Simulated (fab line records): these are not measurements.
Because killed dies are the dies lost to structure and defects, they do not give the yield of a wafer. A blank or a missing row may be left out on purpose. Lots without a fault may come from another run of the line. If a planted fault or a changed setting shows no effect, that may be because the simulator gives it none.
fab line records	flow rit-cmos
record: lots: 5	wafers: 15	last-day: 7
route steps=202 shown ACTIVE@1 M1@202
lots with no fault: from the same line, run without faults
start-h: the number of hours between the record's first day and the start of the first shown wafer of the lot	wait-h: hours elapsed since this lot's preceding step	" same as the row above	L1.1+2: a single row standing in for several wafers	- either no value or no given start	* or withheld: withheld	< > ~ a bound
route shown NAME@n: a module of which the file shows steps, and the number in the route of the first	usual: mean and standard deviation over wafers with no fault	same: alike in all rows	chamber/n: place in a boat	sites: the reading at each site	_std_site: standard deviation of those values	_edge_site: mean of outer sites minus mean of inner sites	radius-mm: for every site, how far away it sits from the centre of the wafer	mask NAME#n: copy n	behind: tool/chamber where the wafer was last shaped	hold: what put the lot on hold/how long, in hours/how the hold closed	device: transistor that didn't switch, given as n, p or np	end of line: the tests these same wafers got at the end of their route	a step given without rows: its recipe and nothing more	killed: the dies lost at the first sort to structure and to defects; this is not the yield of the wafer	map: a wafer's dies, x killed, . not, _ none there
set.NAME: setting as actually run; set.NAME@STEP: the setting as run at that earlier step	model.NAME: the simulator's own value behind a step, which no gauge read
a table for each step, a row for each wafer; lots at some steps of the route
services: from which hour (start-h, from the record's first day; less than 0 if before it) a tool's chamber was out of use, for how many hours, and why
== steps ==
step: RIT_ACTIVE_BOW_MEAS_00
recipe: mode: bow
usual: INCOMING_BOW: 1/6.3
lot.wafer	tool	chamber	start-h	wait-h	INCOMING_BOW[um]
L466.1	film-metro-01	-	55.00	-	-4
L466.2	"	-	"	"	-14
L466.3	"	-	"	"	7
L470.1	film-metro-03	-	75.00	-	8
L470.2	"	-	"	"	-1
L470.6	"	-	"	"	-3
L476.2	film-metro-02	-	105.02	-	-1
L476.4	"	-	"	"	0
L476.6	"	-	"	"	8
L478.1	film-metro-02	-	115.00	-	4
L478.2	"	-	"	"	7
L478.4	"	-	"	"	-2
L479.2	film-metro-02	-	120.02	-	-1
L479.5	"	-	"	"	-2
L479.6	"	-	"	"	-4
step: RIT_ACTIVE_OXIDATION_01
recipe: temp-c: 1000	ambient: O2	target-thk-a: 468	ox-time-s: 3360
step: RIT_ACTIVE_THK_MEAS_02
recipe: reads: SiO2_of_ACTIVE_OXIDATION_01
usual: ACTIVE_OXIDE_THK: 46.9/0.75
lot.wafer	tool	chamber	start-h	wait-h	ACTIVE_OXIDE_THK[nm]
L466.1	film-metro-03	-	57.17	0.0	47.7
L466.2	"	-	"	"	46.8
L466.3	"	-	"	"	47.6
L470.1	film-metro-03	-	77.05	0.0	47.2
L470.2	"	-	"	"	47.1
L470.6	"	-	"	"	47.2
L476.2	film-metro-01	-	107.06	0.0	45.7
L476.4	"	-	"	"	45.2
L476.6	"	-	"	"	46.1
L478.1	film-metro-02	-	117.05	0.0	46.6
L478.2	"	-	"	"	46.1
L478.4	"	-	"	"	46.7
L479.2	film-metro-03	-	122.06	0.0	45.1
L479.5	"	-	"	"	45.0
L479.6	"	-	"	"	45.8
step: RIT_ACTIVE_CVD_03
recipe: material: Si3N4	target-thk-nm: 150	temp-c: 810	precursor: SiH2Cl2/NH3	time-s: 1500	pressure-mtorr: 300	sih2cl2-flow-sccm: 60	nh3-flow-sccm: 150
step: RIT_ACTIVE_THK_MEAS_04
recipe: reads: Si3N4_of_ACTIVE_CVD_03
usual: ACTIVE_NITRIDE_THK: 150.6/1.6
lot.wafer	tool	chamber	start-h	wait-h	ACTIVE_NITRIDE_THK[nm]
L466.1	film-metro-01	-	58.64	0.0	148.5
L466.2	"	-	"	"	147.8
L466.3	"	-	"	"	148.3
L470.1	film-metro-02	-	78.53	0.0	151.1
L470.2	"	-	"	"	150.5
L470.6	"	-	"	"	151.7
L476.2	film-metro-01	-	108.54	0.0	149.5
L476.4	"	-	"	"	149.9
L476.6	"	-	"	"	149.1
L478.1	film-metro-03	-	118.53	0.0	151.8
L478.2	"	-	"	"	151.2
L478.4	"	-	"	"	150.5
L479.2	film-metro-02	-	123.54	0.0	151.9
L479.5	"	-	"	"	151.1
L479.6	"	-	"	"	150.9
step: RIT_ACTIVE_HMDS_05
recipe: prime-time-s: 60	prime-temp-c: 140
step: RIT_ACTIVE_COAT_06
recipe: resist: NOVOLAK	spin-rpm: 3250	resist-thk-nm: 1000
step: RIT_ACTIVE_SOFTBAKE_07
recipe: resist: NOVOLAK	temp-c: 90	time-s: 60
step: RIT_ACTIVE_EXPOSE_08
recipe: mask-id: M1	na: 0.6	source-shape: conventional	sigma-outer: 0.6	target-cd-nm: 1400	dose-mj: 225
usual: exposure-dose-mJ-cm2: 222.79/0.23
lot.wafer	tool	chamber	start-h	wait-h	mask	exposure-dose-mJ-cm2
L466.1	iline-stepper-01	0	59.33	0.1	M1#0	222.55
L466.2	"	0	"	"	M1#0	222.52
L466.3	"	0	"	"	M1#0	222.68
L470.1	iline-stepper-02	0	79.17	0.2	M1#0	222.85
L470.2	"	0	"	"	M1#0	222.61
L470.6	"	0	"	"	M1#0	222.71
L476.2	iline-stepper-02	0	109.06	0.1	M1#0	215.96
L476.4	"	0	"	"	M1#0	216.09
L476.6	"	0	"	"	M1#0	215.80
L478.1	iline-stepper-01	0	119.17	0.2	M1#0	223.18
L478.2	"	0	"	"	M1#0	223.14
L478.4	"	0	"	"	M1#0	222.64
L479.2	iline-stepper-01	0	124.06	0.1	M1#0	222.39
L479.5	"	0	"	"	M1#0	222.48
L479.6	"	0	"	"	M1#0	222.56
step: RIT_ACTIVE_PEB_09
recipe: resist: NOVOLAK	temp-c: withheld	time-s: withheld
step: RIT_ACTIVE_DEVELOP_10
recipe: resist: NOVOLAK	develop-time-s: 51.44	dev-temp-c: 23
lot.wafer	tool	chamber	start-h	wait-h	model.ACTIVE.cd-nm
L466.1+2+3	litho-track-03	0	-	-	1401
L470.1	litho-track-02	0	-	-	1400
L470.2+6	"	0	"	"	1401
L476.2	litho-track-03	0	-	-	1359
L476.4	"	0	"	"	1340
L476.6	"	0	"	"	1391
L478.1+2	litho-track-03	0	-	-	1397
L478.4	"	0	"	"	1398
L479.2	litho-track-02	0	-	-	1400
L479.5	"	0	"	"	1403
L479.6	"	0	"	"	1399
step: RIT_ACTIVE_CD_MEAS_11
recipe: target-cd-nm: 1400
usual: cd-nm: 1400.1/2.5
lot.wafer	tool	chamber	start-h	wait-h	cd-nm
L466.1	cd-sem-02	-	59.73	-	1400.8
L466.2	"	-	"	"	1401.0
L466.3	"	-	"	"	1401.0
L470.1	cd-sem-01	-	79.56	-	1399.5
L470.2	"	-	"	"	1401.1
L470.6	"	-	"	"	1400.5
L476.2	cd-sem-01	-	109.46	-	1358.9
L476.4	"	-	"	"	1340.5
L476.6	"	-	"	"	1390.9
L478.1	cd-sem-02	-	119.58	-	1397.4
L478.2	"	-	"	"	1396.5
L478.4	"	-	"	"	1397.8
L479.2	cd-sem-01	-	124.46	-	1400.2
L479.5	"	-	"	"	1403.3
L479.6	"	-	"	"	1398.7
step: RIT_ACTIVE_HARDBAKE_12
recipe: resist: NOVOLAK	temp-c: 140	time-s: 60
step: RIT_ACTIVE_ETCH_13
recipe: stop-on: SiO2	chemistry: SF6	target: Si3N4	time-s: 210	over-etch-frac: 0.4	SF6_flow_sccm: 200	pressure-mtorr: 260	rf-w: 125	target-depth-a: 2100
usual: drypump-motor-current-A: 5.8/0.38	oes-product-au: 0.826/0.014	throttle-valve-pct: 7.51/0.11
lot.wafer	tool	chamber	start-h	wait-h	drypump-motor-current-A	oes-product-au	rf-hours-counter-h	throttle-valve-pct	model.ACTIVE.cd-nm
L466.1	rie-diel-02	1	60.00	0.1	5.4	0.821	80	7.62	1401
L466.2	"	2	"	"	5.4	0.829	136	7.45	1401
L466.3	"	3	"	"	5.7	0.831	157	7.30	1401
L470.1	rie-diel-04	3	79.83	0.1	6.4	0.839	58	7.49	1399
L470.2	"	0	"	"	5.8	0.825	74	7.50	1401
L470.6	"	3	"	"	6.4	0.848	-	7.50	1401
L476.2	rie-diel-01	3	109.71	0.1	5.8	0.836	22	7.58	1359
L476.4	"	2	"	"	6.7	0.811	30	7.38	1341
L476.6	"	2	"	"	6.7	0.804	-	7.41	1391
L478.1	rie-diel-04	3	119.85	0.1	6.4	0.847	59	7.49	1397
L478.2	"	1	"	"	6.1	0.809	102	7.62	1397
L478.4	"	0	"	"	5.7	0.834	75	7.50	1398
L479.2	rie-diel-04	1	124.71	0.1	6.0	0.822	102	7.62	1400
L479.5	"	2	"	"	5.8	0.798	-	7.46	1403
L479.6	"	3	"	"	6.4	0.838	-	7.49	1399
step: RIT_ACTIVE_STRIP_14
recipe: chemistry: O2	time-s: 180	resist: NOVOLAK	platen-temp-c: withheld	power-w: 500	pressure-mtorr: 4000	o2-flow-sccm: 4000
usual: drypump-motor-current-A: 5.72/0.29	o2-flow-sccm: 3998/13
lot.wafer	tool	chamber	start-h	wait-h	drypump-motor-current-A	o2-flow-sccm	rf-hours-counter-h
L466.1	plasma-asher-02	0	60.13	0.1	6.01	4026	26
L466.2	"	1	"	"	5.33	4010	26
L466.3	"	0	"	"	6.01	4001	-
L470.1	plasma-asher-02	1	79.97	0.1	5.31	4005	28
L470.2	"	0	"	"	6.05	3977	28
L470.6	"	0	"	"	6.04	3982	-
L476.2	plasma-asher-02	1	109.84	0.1	5.33	3991	31
L476.4	"	1	"	"	5.33	4005	-
L476.6	"	1	"	"	5.33	3993	-
L478.1	plasma-asher-02	1	119.98	0.1	5.32	3957	33
L478.2	"	0	"	"	6.03	3986	33
L478.4	"	1	"	"	5.34	4001	-
L479.2	plasma-asher-04	1	124.85	0.1	5.81	3998	1
L479.5	"	1	"	"	5.81	4008	-
L479.6	"	0	"	"	5.74	4014	-
step: RIT_M1_PROBE_99
usual: killed_at_M0_to_M3: 0.0/0.2	killed-at-contacts: 0.1/0.32	killed-at-front-end: 6.7/2.9	killed-dies: 6.8/2.9	killed-open: 3.3/1.7	killed-short: 3.4/2.1
same: gross-dies: 264	killed_at_M4_up: 0	killed-at-back-side: 0	killed-at-other: 0
lot.wafer	tool	chamber	start-h	wait-h	killed_at_M0_to_M3	killed-at-contacts	killed-at-front-end	killed-dies	killed-open	killed-short	model.etest.pplus-sal.width-nm	model.etest.nplus-sal.width-nm	model.etest.pldd.width-nm	model.etest.nldd.width-nm
L466.1	prober-01	-	104.19	0.1	0	1	8	9	5	4	3447	3441	3143	3128
L466.2	prober-01	-	104.24	0.1	0	0	6	6	1	5	3420	3445	3176	3160
L466.3	prober-01	-	104.29	0.2	0	0	1	1	1	0	3450	3442	3143	3157
L470.1	prober-01	-	122.84	0.1	0	0	16	16	6	10	3430	3443	3155	3161
L470.2	prober-01	-	122.89	0.1	0	0	4	4	1	3	3463	3454	3162	3192
L470.6	prober-01	-	123.09	0.2	0	0	5	5	2	3	3466	3459	3184	3170
L476.2	prober-01	-	154.39	0.1	1	0	6	7	4	2	3418	3403	3136	3125
L476.4	prober-01	-	154.49	0.2	0	0	2	2	2	0	3406	3416	3139	3136
L476.6	prober-01	-	154.59	0.2	1	0	6	7	1	5	3450	3458	3153	3168
L478.1	prober-01	-	165.07	0.1	0	0	7	7	5	2	3468	3450	3172	3184
L478.2	prober-01	-	165.12	0.1	0	0	5	5	3	2	3432	3440	3192	3202
L478.4	prober-01	-	165.22	0.2	0	0	7	7	2	5	3450	3466	3179	3188
L479.2	prober-02	-	169.48	0.1	0	0	5	5	3	2	3466	3460	3209	3205
L479.5	prober-02	-	169.63	0.2	0	0	5	5	4	1	3439	3458	3198	3193
L479.6	prober-02	-	169.68	0.2	0	0	5	5	2	3	3428	3457	3185	3179
killed by level:class
L466.1 FOX1:geometric-particle:short=2 FOX1:geometric-particle:open=2 SPACER:geometric-particle:open=2 ACTIVE:geometric-particle:open=1 REOX:geometric-particle:short=1 CONTACT:geometric-particle:short=1
L466.2 FOX1:geometric-particle:short=3 SPACER:geometric-particle:short=2 FOX1:geometric-particle:open=1
L466.3 FOX2:geometric-particle:open=1
L470.1 GATE:geometric-particle:short=4 FOX2:geometric-particle:short=2 GATE:geometric-particle:open=2 SPACER:geometric-particle:short=2 FOX1:geometric-particle:short=1 FOX2:geometric-particle:open=1 REOX:geometric-particle:open=1 REOX:geometric-particle:short=1
L470.2 GATE:geometric-particle:short=2 FOX1:geometric-particle:short=1 SILICIDE:geometric-particle:open=1
L470.6 GATE:geometric-particle:short=2 GATE:geometric-particle:open=1 SPACER:geometric-particle:short=1 SPACER:geometric-particle:open=1
L476.2 REOX:geometric-particle:open=2 FOX1:geometric-particle:short=1 GATE:geometric-particle:open=1 SPACER:geometric-particle:open=1 SILICIDE:geometric-particle:short=1 M1:coat-microbubble-printed=1
L476.4 GATE:geometric-particle:open=2
L476.6 GATE:geometric-particle:short=4 FOX1:geometric-particle:short=1 GATE:geometric-particle:open=1 M1:coat-microbubble-printed=1
L478.1 FOX1:geometric-particle:open=2 FOX1:geometric-particle:short=1 GATE:geometric-particle:open=1 REOX:geometric-particle:short=1 REOX:geometric-particle:open=1 SPACER:geometric-particle:open=1
L478.2 GATE:geometric-particle:open=2 GATE:geometric-particle:short=1 REOX:geometric-particle:short=1 SPACER:geometric-particle:open=1
L478.4 GATE:geometric-particle:short=2 FOX1:geometric-particle:short=1 GATE:geometric-particle:open=1 REOX:geometric-particle:short=1 SPACER:geometric-particle:short=1 SPACER:geometric-particle:open=1
L479.2 SILICIDE:geometric-particle:open=2 FOX1:geometric-particle:open=1 GATE:geometric-particle:short=1 REOX:geometric-particle:short=1
L479.5 FOX2:geometric-particle:open=2 GATE:geometric-particle:short=1 SPACER:geometric-particle:open=1 SILICIDE:geometric-particle:open=1
L479.6 FOX1:geometric-particle:short=1 GATE:geometric-particle:short=1 SPACER:geometric-particle:short=1 SPACER:geometric-particle:open=1 SILICIDE:geometric-particle:open=1
== services ==
tool	chamber	start-h	hours	kind
rie-diel-04	-	38.04	3.3	repair
rie-diel-04	0	38.49	7.7	repair
rie-diel-01	1	38.91	4.2	repair
iline-stepper-01	-	39.23	2.1	pm
iline-stepper-01	-	41.32	-	consumable-replace:lamp
iline-stepper-02	0	49.84	-	calibration
rie-diel-04	-	61.42	0.1	repair
iline-stepper-01	-	94.29	4.7	repair
iline-stepper-02	-	101.10	-	consumable-replace:lamp
rie-diel-02	3	106.31	6.2	repair
rie-diel-04	-	107.91	2.8	pm
plasma-asher-04	-	108.81	9.0	pm
plasma-asher-04	0	108.81	9.0	vent-cycle
plasma-asher-04	1	108.81	9.0	vent-cycle
rie-diel-02	3	112.75	-	clean
rie-diel-02	3	112.75	23.8	scheduled-down
rie-diel-02	3	112.75	23.8	vent-cycle
plasma-asher-02	-	116.39	3.3	repair
plasma-asher-04	0	117.81	-	clean
plasma-asher-04	1	117.81	-	clean
iline-stepper-02	-	119.09	6.5	repair
== key ==
first-sign: step: RIT_ACTIVE_EXPOSE_08	reading: exposure-dose-mJ-cm2	direction: down	sigmas: 30	usual: 222.79	struck: 215.95
effect: step: RIT_ACTIVE_CD_MEAS_11	reading: cd-nm	direction: down	sigmas: 15	usual: 1400.1	struck: 1363.4	through: control-loop
model-effect: step: RIT_ACTIVE_DEVELOP_10	value: ACTIVE.cd-nm	without: 1397	struck: 1363
model-effect: step: RIT_ACTIVE_ETCH_13	value: ACTIVE.cd-nm	without: 1397	struck: 1363
model-effect: step: RIT_M1_PROBE_99	value: etest.pplus-sal.width-nm	without: 3458	struck: 3425
met-at RIT_ACTIVE_EXPOSE_08
struck-wafers L476.2,L476.4,L476.6
tester-left-out L476
loop-trim: step: RIT_ACTIVE_EXPOSE_08	setting: dose	lots: L476
onset-between 79.17 109.06
fault: kind: process-parameter-drift	tool: iline-stepper-02	chamber: -	onset-h: 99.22	steps: RIT_ACTIVE_EXPOSE_08	channel: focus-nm	offset: 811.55	spread-by-wafer: 0.3	shape: step	end-h: 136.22
tester-left-out: of these lots the tester's yield and bins aren't shown, on N5 and GAA mostly nor the transistor test; their killed dies are dies lost to structure and defects alone, not to doping, threshold or leakage, so they don't give the yield
loop-trim: a control loop set the setting to another value than it would have without faults
